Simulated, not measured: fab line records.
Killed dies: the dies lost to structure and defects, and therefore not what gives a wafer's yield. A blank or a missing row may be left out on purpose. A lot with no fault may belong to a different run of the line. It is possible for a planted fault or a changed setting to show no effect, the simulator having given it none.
Struck lot and sound lot, side by side    flow rit cmos    17 out of 202 route steps
Sound: these wafers, L309.1, L309.2, L309.4. Wafers struck: L323.1, L323.3, L323.4. The cause is given at the end.
For every step that has rows: the tool of each side, followed by ch and its chambers, followed by its first start. Under that, the readings that differ: sound wafers    struck wafers    difference of the means    sigmas: that difference in standard deviations of wafers without a fault.
alike: a reading whose means differ by less than 2 such deviations, as well as words and numbers matching on both sides. not compared: withheld readings; readings where some wafer has no value; bounds like >300 that might hide an equal value; numbers whose values overlap and for which the record gives no deviation.
A row with sigmas, a row that says differs or no value, or rows on one side alone: a step with any of these is where the two part. When numbers do not overlap yet have no deviation, they are printed without sigmas and do not part them. Lack of a reading on every wafer of one side parts them only where that side has two or more wafers.

first, 1 step without rows for these wafers: RIT_PRETRO_DEVELOP_05 (develop time 68 s).
RIT_PRETRO_OVL_MEAS_06:
  sound: overlay-02 at day 2 07:07; struck: overlay-01 at day 5 05:55
  alike: PRETRO_OVL
then, 2 steps without rows for these wafers: RIT_PRETRO_HARDBAKE_07 (time 120 s); RIT_PRETRO_IMPLANT_08.
RIT_PRETRO_STRIP_09: strips in O2, time 180 s.
  sound on plasma asher-04 ch 0,1, day 2 07:34; struck on plasma asher-03 ch 0,1, day 5 06:22
  alike: drypump motor current A
  not compared: rf hours counter h
RIT_PRETRO_TW_MEAS_10:
  sound: film metro-03 at day 2 07:44; struck: film metro-02 at day 5 06:32
reading    sound        struck       difference  sigmas
PRETRO_TW  479 478 478  466 473 466  -10         -2
then, 5 steps without rows for these wafers: RIT_GATE_WET_ETCH_00 (etches SiO2 in BOE, target depth 56 nm, time 60 s); RIT_GATE_CLEAN_01 (cleans in SC1, time 600 s); RIT_GATE_CLEAN_02 (cleans in dHF, time 31.25 s); RIT_GATE_CLEAN_03 (cleans in SC2, time 600 s); RIT_GATE_CLEAN_04 (cleans in dHF, time 60 s).
RIT_FOX2_THK_MEAS_91:
  sound: film metro-01 at day 2 08:13; struck: film metro-02 at day 5 07:02
  alike: FIELD_OXIDE_LEFT_2_THK
RIT_GATE_OXIDATION_05: target thk 3 nm, ox time 270 s.
  sound on furnace-03 ch 0, day 2 11:47; struck on furnace-01 ch 0, day 5 07:31
reading                                      sound                 struck               difference  sigmas
spike tc centre C (C)                        902.0 904.3 904.6     918.5 917.7 917.0    +14.1       +13
spike tc load C (C)                          920 919 920           939 939 941          +20         +5
spike tc source C (C)                        926.4 927.1 927.3     940.0 937.4 936.7    +11.1       +4
tube center temp C (C)                       899.98 899.94 900.08  914.9 914.95 914.94  +14.9       +99 or more
tube_center_temp_C_max                       902.2 902.2 902.2     917.2 917.1 917.2    +15.0       +40
model.SiO2_of_GATE_OXIDATION_05.thk nm (nm)  2.859 2.853 2.806     3.649 3.581 3.582    +0.765      
then, 1 step without rows for these wafers: RIT_GATE_ANNEAL_06 (time 600 s).
RIT_GATE_THK_MEAS_07:
  sound: film metro-01 at day 2 13:50; struck: film metro-01 at day 5 08:50
reading              sound           struck          difference  sigmas
GATE_OXIDE_THK (nm)  2.90 2.80 2.81  3.59 3.59 3.58  +0.75       +8
then, 1 step without rows for these wafers: RIT_GATE_CVD_08 (deposits poly-Si from SiH4, target thk 250 nm, time 2220 s).
RIT_M1_PROBE_99:
  sound: prober-02 at day 3 16:05; struck: prober-01 at day 6 08:22
reading                              sound              struck             difference  sigmas
model.etest.pmos_0p3.r on ohm um     5870 5823 5916     7451 7483 7511     +1612       
model.etest.pmos turned.r on ohm um  3153 3094 3120     3910 3955 4038     +845        
model.etest.pmos_0p15.r on ohm um    2599 2543 2578     3133 3161 3252     +609        
model.etest.nmos_0p3.r on ohm um     2088 2074 2038     2406 2388 2444     +346        
model.etest.nmos_0p15.r on ohm um    1110 1103 1068     1156 1206 1282     +121        
model.etest.nmos_0p15.drive ua um    493.2 501.6 493.8  405.6 408.2 406.7  -89.4       
model.etest.nmos narrow.drive ua um  242.4 241.7 244.6  182.3 185 188.7    -57.6       
model.etest.nmos_0p3.drive ua um     244 245.8 244.7    179.9 184.2 187    -61.1       
  alike: killed at contacts, killed at front end, killed dies, killed open, killed short

== WHERE THEY PART ==
Last at RIT_GATE_THK_MEAS_07 as far as this record goes, first at RIT_PRETRO_TW_MEAS_10. Later steps at which nothing parts them and some readings are alike: RIT_M1_PROBE_99.

WHY: what the simulator had put in
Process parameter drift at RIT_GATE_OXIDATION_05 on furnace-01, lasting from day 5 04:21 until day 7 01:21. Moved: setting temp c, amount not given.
